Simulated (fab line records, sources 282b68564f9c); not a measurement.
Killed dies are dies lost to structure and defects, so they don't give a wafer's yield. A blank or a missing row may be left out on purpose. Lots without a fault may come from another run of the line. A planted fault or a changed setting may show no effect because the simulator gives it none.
One fault seen from 2 desks | flow rit_cmos | each desk has only its own numbers; what lay behind them comes last

THE TOOL OWNER'S DESK: litho_track-02
The tool's own readings at RIT_NSD_HARDBAKE_07 (time 60 s): means of the sampled wafers that have a number, for each lot that ran on this tool. A lot is out of limits, marked OUT, if its mean lies more than 4 standard deviations from the usual mean; the brackets give that distance.
Columns: A = heater_power_total_W at RIT_NSD_HARDBAKE_07, usual 62.55 W; B = plate_temp_C at RIT_NSD_HARDBAKE_07, usual 139.99 C
lot  | first seen here | A               | B
L241 | day 5 02:38     | 62.53           | 140.07
L244 | day 5 20:04     | 58.38 (-93) OUT | 132.80 (-48) OUT
L245 | day 6 04:43     | 58.39 (-92) OUT | 132.82 (-48) OUT
L248 | day 6 15:22     | 58.41 (-92) OUT | 132.82 (-48) OUT
This desk's finding: out of limits on L244, L245, L248; first on L244, day 5 20:04 (heater_power_total_W at RIT_NSD_HARDBAKE_07). In limits: L241.

THE METROLOGY DESK
What the gauges read, lot by lot, whatever tool the lot ran on: means of the sampled wafers that have a number. A lot is out of limits, marked OUT, if its mean lies more than 4 standard deviations from the usual mean; the brackets give that distance.
Columns: A = SPACER_NITRIDE_THK at RIT_SPACER_THK_MEAS_04, usual 249.6 nm; B = NSD_OVL at RIT_NSD_OVL_MEAS_06, usual 0.0 nm
lot  | first seen here | A     | B
L235 | day 3 20:41     | 249.3 | 2.6
L241 | day 5 01:30     | 248.2 | 0.5
L243 | day 5 12:34     | 249.8 | -1.7
L244 | day 5 18:58     | 248.4 | -1.5
L245 | day 6 03:35     | 250.3 | -0.8
L248 | day 6 14:04     | 250.5 | 1.8
L254 | day 8 07:28     | 247.8 | -0.2
This desk's finding: nothing out of limits on any of the 7 lots.

PUT TOGETHER
The tool owner's desk could have raised an alarm at day 5 20:04, on L244, L245, L248.
The metrology desk saw nothing out of limits.
The metrology desk has L244, L245, L248 on record, within its limits.
Of the lots named, all ran RIT_NSD_HARDBAKE_07 on litho_track-02.

WHAT THE SIMULATOR HAD PUT IN
Process parameter drift: litho_track-02, from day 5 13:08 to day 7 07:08, at RIT_NSD_HARDBAKE_07. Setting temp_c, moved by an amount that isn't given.
Lots struck among those shown: L244, L245, L248.
Hours from the fault's start to each desk's first reading out of limits: the tool owner's desk, 7.
